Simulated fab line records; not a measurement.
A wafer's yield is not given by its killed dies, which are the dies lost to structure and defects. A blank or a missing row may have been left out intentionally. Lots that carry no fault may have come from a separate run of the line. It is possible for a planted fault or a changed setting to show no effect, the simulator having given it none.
fab line records -- flow rit_cmos -- part 2 of 2: steps 43 to 44 of 44
record: lots: 6, wafers: 18, last_day: 7
route steps=202 shown GATE@89 REOX@98 NLDD@103 PLDD@114 SPACER@125 SDANNEAL@155 M1@202
lots that met no fault: from a run of the same line without faults
start_h: the number of hours between the record's first day and the start of the first shown wafer of the lot -- wait_h: hours from the lot's prior step to this one -- " unchanged from the row above -- L1.1+2: one row covering several wafers at once -- - either no value or no given start -- * or withheld: withheld -- < > ~ a bound
route shown NAME@n: names a module that has steps shown in the file, with the first one's number in the route -- usual: mean and standard deviation over wafers with no fault -- same: alike in all rows -- chamber/n: place in a boat -- sites: per-site readings -- _std_site: their standard deviation -- _edge_site: outer sites' mean less inner sites' -- radius_mm: how far each site lies from the wafer's centre -- mask NAME#n: copy n -- behind: the most recent tool/chamber to have shaped the wafer -- hold: the reason the lot was held/the length of the hold in hours/how it ended -- device: which transistor (n, p or np) failed to switch -- end of line: the tests these same wafers got at the end of their route -- a step without rows: its recipe alone -- killed: not the wafer's yield, but the dies lost to structure and defects at the first sort -- map: a wafer's dies, marking killed ones x, the rest . and places with no die _
set.NAME: the setting that was run; set.NAME@STEP: the one run at that earlier step -- model.NAME: the simulator's own value behind a step, which no gauge read
lots at selected steps of the route; one table per step, one row per wafer
services: when a tool's chamber went out of use (start_h, in hours from the record's first day, below 0 if earlier), for how many hours, and the reason
== steps ==
step: RIT_SDANNEAL_CLEAN_02
recipe: chemistry: SC2, mix: 3:3:50, time_s: 600, temp_c: 75, dry: n2_spin
usual: bath_guard_temp_C: 74.6/0.4
lot.wafer,tool,chamber,start_h,wait_h,bath_guard_temp_C,model.poly-Si_of_GATE_CVD_08.thk_nm
L921.3,wet_bench-04,3,65.39,0.0,74.6,160.7
L921.4,wet_bench-04,3,65.39,0.0,74.4,161
L921.6,wet_bench-04,3,65.39,0.0,74.7,161.9
L922.1,wet_bench-04,0,69.93,0.0,74.3,164.2
L922.3,wet_bench-04,0,69.93,0.0,74.6,163.2
L922.4,wet_bench-04,0,69.93,0.0,74.2,163.4
L923.3,wet_bench-04,2,74.40,0.0,75.0,158.1
L923.5,wet_bench-04,2,74.40,0.0,75.0,157.5
L923.6,wet_bench-04,2,74.40,0.0,75.4,159.7
L924.1,wet_bench-03,2,79.05,0.0,74.5,154
L924.4,wet_bench-03,2,79.05,0.0,74.6,155.9
L924.5,wet_bench-03,2,79.05,0.0,74.7,157.1
L934.2,wet_bench-04,3,130.94,0.0,74.7,165.6
L934.5,wet_bench-04,3,130.94,0.0,74.3,164
L934.6,wet_bench-04,3,130.94,0.0,74.6,164.4
L938.1,wet_bench-03,2,148.62,0.0,74.3,162.7
L938.4,wet_bench-03,2,148.62,0.0,74.8,165.6
L938.5,wet_bench-03,2,148.62,0.0,74.7,159.4
step: RIT_M1_PROBE_99
usual: killed_at_M0_to_M3: 0.0/0.22, killed_at_front_end: 7/3.1, killed_dies: 7/3.1, killed_open: 3.2/2.1, killed_short: 3.4/2
same: gross_dies: 264, killed_at_M4_up: 0, killed_at_back_side: 0, killed_at_contacts: 0, killed_at_other: 0
lot.wafer,tool,chamber,start_h,wait_h,killed_at_M0_to_M3,killed_at_front_end,killed_dies,killed_open,killed_short,model.etest.pldd.rs_ohm_sq,model.etest.nmos_0p15.r_on_ohm_um,model.etest.nmos_0p3.r_on_ohm_um,model.etest.pldd.line_ohm_um,model.etest.nldd.rs_ohm_sq,model.etest.nmos_turned.drive_ua_um,model.etest.nmos_0p15.drive_ua_um,model.etest.nldd.line_ohm_um
L921.3,prober-01,-,73.58,0.2,0,6,6,2,4,503.1,1149,2165,158.2,384.3,312.9,458.8,123.2
L921.4,prober-01,-,73.63,0.2,0,8,8,3,5,499.4,1184,2204,159,387.2,311.4,453.6,123.1
L921.6,prober-01,-,73.73,0.2,0,8,8,2,6,477.4,1140,2184,152,373.6,320.7,457.9,117.5
L922.1,prober-02,-,78.09,0.1,0,15,15,6,9,494.8,1126,2174,156.2,376.3,327.8,454.5,118
L922.3,prober-02,-,78.19,0.2,0,8,8,2,6,508.1,1142,2173,158.1,373.4,320.8,453.9,117.4
L922.4,prober-02,-,78.24,0.2,1,9,10,4,6,494.9,1156,2196,156.5,373,320.4,447.2,118.1
L923.3,prober-01,-,84.67,0.2,0,14,14,7,7,2691,1966,2954,853.3,817.1,-,318.1,258.5
L923.5,prober-01,-,84.77,0.2,0,5,5,2,3,2724,2013,2976,857.3,822.3,-,313.6,261.7
L923.6,prober-01,-,84.82,0.2,0,4,4,4,0,2918,2101,3094,917.4,850.1,-,304.9,263.1
L924.1,prober-02,-,86.85,0.1,0,6,6,3,3,2278,1914,2964,719.9,770.3,57.36,319.7,240.7
L924.4,prober-02,-,87.00,0.2,0,8,8,2,6,2311,1893,2967,726.2,778.5,55.35,323.9,244.4
L924.5,prober-02,-,87.05,0.2,0,8,8,1,7,2415,1933,2960,753.5,794.4,-,321.8,248
L934.2,prober-02,-,138.85,0.1,0,7,7,4,3,471.2,1134,2177,149.4,374,319.6,456.1,116.2
L934.5,prober-02,-,139.00,0.2,0,5,5,4,1,462.4,1123,2149,145.8,368.5,332.1,475.5,117.7
L934.6,prober-02,-,139.05,0.2,0,10,10,6,4,455.8,1138,2176,144.7,362,331.3,462.9,114.3
L938.1,prober-01,-,156.42,0.1,0,5,5,2,3,493.8,1143,2129,156.7,405.6,311.8,473.6,125.9
L938.4,prober-01,-,156.57,0.2,0,5,5,3,2,497.1,1119,2102,156.2,401,310.2,477.4,126.1
L938.5,prober-01,-,156.62,0.2,0,7,7,1,6,506.5,1115,2092,157.7,409.2,318.8,489.6,129.7
killed by level:class
L921.3 GATE:geometric_particle:short=2 FOX1:geometric_particle:open=1 FOX1:geometric_particle:short=1 REOX:geometric_particle:short=1 REOX:geometric_particle:open=1
L921.4 GATE:geometric_particle:short=2 GATE:geometric_particle:open=2 FOX1:geometric_particle:short=1 FOX2:geometric_particle:short=1 FOX2:geometric_particle:open=1 REOX:geometric_particle:short=1
L921.6 GATE:geometric_particle:short=4 REOX:geometric_particle:short=2 FOX2:geometric_particle:open=1 REOX:geometric_particle:open=1
L922.1 GATE:geometric_particle:short=5 FOX2:geometric_particle:open=3 GATE:geometric_particle:open=3 SPACER:geometric_particle:short=2 FOX2:geometric_particle:short=1 SILICIDE:geometric_particle:short=1
L922.3 GATE:geometric_particle:short=5 FOX2:geometric_particle:short=1 GATE:geometric_particle:open=1 REOX:geometric_particle:open=1
L922.4 FOX1:geometric_particle:short=3 SPACER:geometric_particle:open=2 FOX1:geometric_particle:open=1 GATE:geometric_particle:short=1 REOX:geometric_particle:short=1 SPACER:geometric_particle:short=1 M1:geometric_particle:open=1
L923.3 GATE:geometric_particle:open=4 GATE:geometric_particle:short=2 REOX:geometric_particle:short=2 SPACER:geometric_particle:short=2 FOX1:geometric_particle:short=1 FOX2:geometric_particle:open=1 REOX:geometric_particle:open=1 SILICIDE:geometric_particle:open=1
L923.5 FOX1:geometric_particle:short=2 REOX:geometric_particle:short=1 SPACER:geometric_particle:open=1 SILICIDE:geometric_particle:open=1
L923.6 GATE:geometric_particle:open=3 FOX1:geometric_particle:open=1
L924.1 FOX1:geometric_particle:open=1 FOX2:geometric_particle:short=1 GATE:geometric_particle:short=1 GATE:geometric_particle:open=1 SPACER:geometric_particle:short=1 SPACER:geometric_particle:open=1
L924.4 FOX1:geometric_particle:short=2 SILICIDE:geometric_particle:short=2 FOX2:geometric_particle:short=1 GATE:geometric_particle:open=1 REOX:geometric_particle:open=1 SPACER:geometric_particle:short=1
L924.5 SPACER:geometric_particle:short=3 SILICIDE:geometric_particle:short=3 FOX1:geometric_particle:short=1 FOX2:geometric_particle:open=1
L934.2 FOX2:geometric_particle:open=2 SILICIDE:geometric_particle:short=2 GATE:geometric_particle:short=1 SPACER:geometric_particle:open=1 SILICIDE:geometric_particle:open=1
L934.5 GATE:geometric_particle:open=3 FOX1:geometric_particle:short=1 SILICIDE:geometric_particle:open=1
L934.6 GATE:geometric_particle:open=4 GATE:geometric_particle:short=3 SPACER:geometric_particle:open=2 SPACER:geometric_particle:short=1
L938.1 FOX1:geometric_particle:short=2 FOX1:geometric_particle:open=1 FOX2:geometric_particle:open=1 SPACER:geometric_particle:short=1
L938.4 FOX1:geometric_particle:open=2 FOX2:geometric_particle:open=1 GATE:geometric_particle:short=1 SILICIDE:geometric_particle:short=1
L938.5 FOX2:geometric_particle:short=2 GATE:geometric_particle:short=2 FOX1:geometric_particle:short=1 REOX:geometric_particle:open=1 SPACER:geometric_particle:short=1
== services ==
tool,chamber,start_h,hours,kind
furnace-03,-,31.21,1.1,repair
wet_bench-04,-,31.99,6.5,repair
rie_si-01,1,34.71,-,clean
rie_si-01,1,34.71,12.4,scheduled_down
rie_si-01,1,34.71,12.4,vent_cycle
rie_diel-02,2,46.25,1.8,repair
rie_diel-03,-,63.17,1.2,repair
rie_diel-03,1,67.11,4.3,repair
rie_diel-03,0,69.56,6.8,repair
rie_diel-03,2,74.67,8.6,repair
rie_diel-03,0,83.14,16.3,repair
furnace-03,-,88.27,2.9,pm
plasma_asher-04,-,108.75,9.0,pm
plasma_asher-04,0,108.75,9.0,vent_cycle
plasma_asher-04,1,108.75,9.0,vent_cycle
plasma_asher-02,-,112.24,1.4,repair
plasma_asher-04,0,117.75,-,clean
plasma_asher-04,1,117.75,-,clean
rie_diel-02,1,119.97,2.4,repair
rie_si-01,0,125.41,32.9,repair
rie_diel-02,-,135.30,2.8,pm
plasma_asher-02,-,136.57,2.0,repair
rie_si-02,0,144.00,-,clean
rie_si-02,0,144.00,14.9,scheduled_down
== key ==
first_sign: step: RIT_REOX_OXIDATION_03, reading: tube_center_temp_C, direction: up, sigmas: 99+, usual: *, struck: *
effect: step: RIT_REOX_OXIDATION_03, reading: tube_center_temp_C_max, direction: up, sigmas: 85, usual: *, struck: *
effect: step: RIT_REOX_THK_MEAS_04, reading: REOX_OXIDE_THK, direction: up, sigmas: 23, usual: 25.1, struck: 36.4
model_effect: step: RIT_REOX_OXIDATION_03, value: SiO2_of_REOX_OXIDATION_03.thk_nm, without: 25.66, struck: 36.4
model_effect: step: RIT_SPACER_CLEAN_00, value: SiO2_of_REOX_OXIDATION_03.thk_nm, without: 23.65, struck: 33.55
model_effect: step: RIT_SDANNEAL_CLEAN_02, value: poly-Si_of_GATE_CVD_08.thk_nm, without: 162.4, struck: 157.1
model_effect: step: RIT_M1_PROBE_99, value: etest.pldd.rs_ohm_sq, without: 516.6, struck: 2556
met_at RIT_REOX_OXIDATION_03
struck_wafers L923.3,L923.5,L923.6,L924.1,L924.4,L924.5
tester_left_out L923,L924
fault: kind: process_parameter_drift, tool: furnace-02, chamber: -, onset_h: 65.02, steps: RIT_REOX_OXIDATION_03, channel: temp_c, offset: *, shape: step, end_h: 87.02, acts_in: *, stated: *
tester_left_out: of these lots the tester's yield and bins aren't shown, on N5 and GAA mostly nor the transistor test; their killed dies are dies lost to structure and defects alone, not to doping, threshold or leakage, so they don't give the yield
